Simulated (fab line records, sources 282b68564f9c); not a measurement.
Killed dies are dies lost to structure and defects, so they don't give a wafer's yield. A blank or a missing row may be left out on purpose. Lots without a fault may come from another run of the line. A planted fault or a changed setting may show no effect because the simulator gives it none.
Which tool did it? | flow rit_cmos | 13 lots, 39 wafers sampled, at 5 steps of a route of 202

WHAT THE GAUGES READ, wafer by wafer
RIT_ACTIVE_THK_MEAS_04.
lot  | measured    | on            | ACTIVE_NITRIDE_THK (nm)
L200 | day 1 13:33 | film_metro-01 | 149.4 150.0 148.8
L201 | day 1 18:32 | film_metro-03 | 152.1 152.9 152.1
L203 | day 2 05:53 | film_metro-02 | 152.3 151.7 151.9
L205 | day 2 14:33 | film_metro-01 | 150.5 150.0 151.4
L206 | day 2 19:32 | film_metro-02 | 150.0 150.4 148.9
L207 | day 3 01:14 | film_metro-01 | 150.2 148.1 149.3
L208 | day 3 06:40 | film_metro-03 | 151.7 151.0 150.3
L210 | day 3 15:33 | film_metro-02 | 150.2 149.6 149.6
L212 | day 4 01:33 | film_metro-01 | 149.7 150.4 147.9
L216 | day 4 22:07 | film_metro-03 | 148.8 150.4 149.6
L219 | day 5 14:02 | film_metro-03 | 148.7 148.5 148.6
L220 | day 5 18:59 | film_metro-02 | 149.4 149.1 149.1
L221 | day 5 23:56 | film_metro-03 | 151.3 151.1 151.4

RIT_ACTIVE_CD_MEAS_90: target cd 1400 nm.
lot  | measured    | on        | cd_nm (nm)
L200 | day 1 15:11 | cd_sem-01 | 1397.7 1397.5 1395.8
L201 | day 1 20:08 | cd_sem-02 | 1396.1 1394.3 1394.0
L203 | day 2 07:48 | cd_sem-02 | 1402.5 1403.4 1403.0
L205 | day 2 16:04 | cd_sem-01 | 1398.9 1397.5 1399.4
L206 | day 2 21:02 | cd_sem-01 | 1400.3 1399.1 1402.0
L207 | day 3 03:00 | cd_sem-01 | 1396.7 1395.1 1396.1
L208 | day 3 08:10 | cd_sem-01 | 1400.6 1401.8 1400.9
L210 | day 3 17:04 | cd_sem-01 | 1398.4 1398.8 1399.5
L212 | day 4 03:11 | cd_sem-02 | 1401.4 1399.0 1399.2
L216 | day 4 23:45 | cd_sem-01 | 1398.4 1399.1 1400.3
L219 | day 5 15:31 | cd_sem-02 | 1403.0 1402.2 1403.0
L220 | day 5 20:32 | cd_sem-01 | 1402.5 1404.6 1402.1
L221 | day 6 01:26 | cd_sem-01 | 1403.9 1402.9 1402.0

RIT_M1_RS_MEAS_01: measures by four-point-probe.
lot  | measured    | on            | M1_AL_RS (ohm/sq)
L200 | day 3 04:42 | film_metro-01 | 0.0727 0.0728 0.0724
L201 | day 3 09:43 | film_metro-03 | 0.0732 0.0730 0.0729
L203 | day 3 21:47 | film_metro-02 | 0.0738 0.0735 0.0736
L205 | day 4 07:23 | film_metro-03 | 0.0739 0.0746 0.0740
L206 | day 4 10:11 | film_metro-03 | 0.0744 0.0739 0.0739
L207 | day 4 17:31 | film_metro-01 | 0.0733 0.0729 0.0729
L208 | day 4 21:44 | film_metro-01 | 0.0734 0.0729 0.0745
L210 | day 5 07:31 | film_metro-01 | 0.0733 0.0736 0.0733
L212 | day 5 20:08 | film_metro-03 | 0.0733 0.0738 0.0724
L216 | day 6 18:18 | film_metro-03 | 0.0730 0.0733 0.0742
L219 | day 7 11:16 | film_metro-02 | 0.0731 0.0719 0.0735
L220 | day 7 14:12 | film_metro-03 | 0.0733 0.0770 0.0722
L221 | day 7 23:10 | film_metro-03 | 0.0730 0.0728 0.0726

WHICH TOOL RAN EACH LOT (tool, then ch and the chambers of the sampled wafers, then the start)
lot  | RIT_NSD_STRIP_09                    | RIT_M1_SPUTTER_00
L200 | plasma_asher-01 ch 0,1, day 2 22:33 | pvd_sputter-01, day 3 04:04
L201 | plasma_asher-02 ch 1, day 3 03:56   | pvd_sputter-04, day 3 09:26
L203 | plasma_asher-01 ch 0,1, day 3 15:48 | pvd_sputter-04, day 3 21:29
L205 | plasma_asher-02 ch 0,1, day 4 01:19 | pvd_sputter-03, day 4 07:03
L206 | plasma_asher-01 ch 0,1, day 4 04:16 | pvd_sputter-01, day 4 09:52
L207 | plasma_asher-01 ch 0,1, day 4 11:28 | pvd_sputter-04, day 4 17:14
L208 | plasma_asher-01 ch 0,1, day 4 16:00 | pvd_sputter-01, day 4 21:27
L210 | plasma_asher-01 ch 0,1, day 5 01:35 | pvd_sputter-01, day 5 07:10
L212 | plasma_asher-02 ch 0,1, day 5 14:11 | pvd_sputter-03, day 5 19:48
L216 | plasma_asher-01 ch 0,1, day 6 12:28 | pvd_sputter-04, day 6 17:58
L219 | plasma_asher-02 ch 0,1, day 7 04:41 | pvd_sputter-03, day 7 10:56
L220 | plasma_asher-02 ch 0,1, day 7 08:05 | pvd_sputter-04, day 7 13:52
L221 | plasma_asher-02 ch 0,1, day 7 17:17 | pvd_sputter-03, day 7 22:52
- RIT_NSD_STRIP_09: strips in O2, time 180 s.
- RIT_M1_SPUTTER_00: material Al, target thk 400 nm, time 500 s.

WHAT THE TOOLS THEMSELVES READ (means of the sampled wafers that have a number; where no wafer has one, the mark that the record gives instead)
RIT_NSD_STRIP_09.
lot  | tool            | chamber_pressure_mTorr (mTorr) | drypump_motor_current_A (A)
L200 | plasma_asher-01 | 4002                           | 5.24
L201 | plasma_asher-02 | 4000                           | 5.14
L203 | plasma_asher-01 | 4002                           | 5.26
L205 | plasma_asher-02 | 4000                           | 5.18
L206 | plasma_asher-01 | 3997                           | 5.26
L207 | plasma_asher-01 | 4001                           | 5.26
L208 | plasma_asher-01 | 4001                           | 5.22
L210 | plasma_asher-01 | 3999                           | 5.21
L212 | plasma_asher-02 | 3999                           | 5.19
L216 | plasma_asher-01 | 4000                           | 5.23
L219 | plasma_asher-02 | 4003                           | 5.18
L220 | plasma_asher-02 | 3999                           | 5.20
L221 | plasma_asher-02 | 4002                           | 5.20

RIT_M1_SPUTTER_00.
lot  | tool           | throttle_valve_pct (%)
L200 | pvd_sputter-01 | 30.3
L201 | pvd_sputter-04 | 31.0
L203 | pvd_sputter-04 | 30.9
L205 | pvd_sputter-03 | 31.1
L206 | pvd_sputter-01 | 30.1
L207 | pvd_sputter-04 | 30.8
L208 | pvd_sputter-01 | 30.7
L210 | pvd_sputter-01 | 31.8
L212 | pvd_sputter-03 | 30.2
L216 | pvd_sputter-04 | 31.5
L219 | pvd_sputter-03 | 31.0
L220 | pvd_sputter-04 | 30.9
L221 | pvd_sputter-03 | 30.2

THE ANSWER, worked out from the rows above alone
Rule: what is usual is taken from the lots themselves. Put in order of their means at a reading, lots are off if they are a third of the lots or fewer, leave a main group of 4 or more, and stand apart from it by a gap of 3 or more times the standard deviation of the main group's means; of several such gaps the widest counts. A main group whose means are all the same, to the digits that the tables above print for the reading, isn't used. A lot without any number at a reading at which 4 lots or more have one is off too. The other lots that the step has rows for count as sound. The gauges are gone through in route order, then the tools' own readings, and for those a lot's mean is taken as printed above. The first step at which some lot is off is used, and at that step the reading that is off furthest; a lot without a number counts as furthest.
No lot is off at any reading shown: from this, nothing can be told.

WHAT THE SIMULATOR HAD PUT IN
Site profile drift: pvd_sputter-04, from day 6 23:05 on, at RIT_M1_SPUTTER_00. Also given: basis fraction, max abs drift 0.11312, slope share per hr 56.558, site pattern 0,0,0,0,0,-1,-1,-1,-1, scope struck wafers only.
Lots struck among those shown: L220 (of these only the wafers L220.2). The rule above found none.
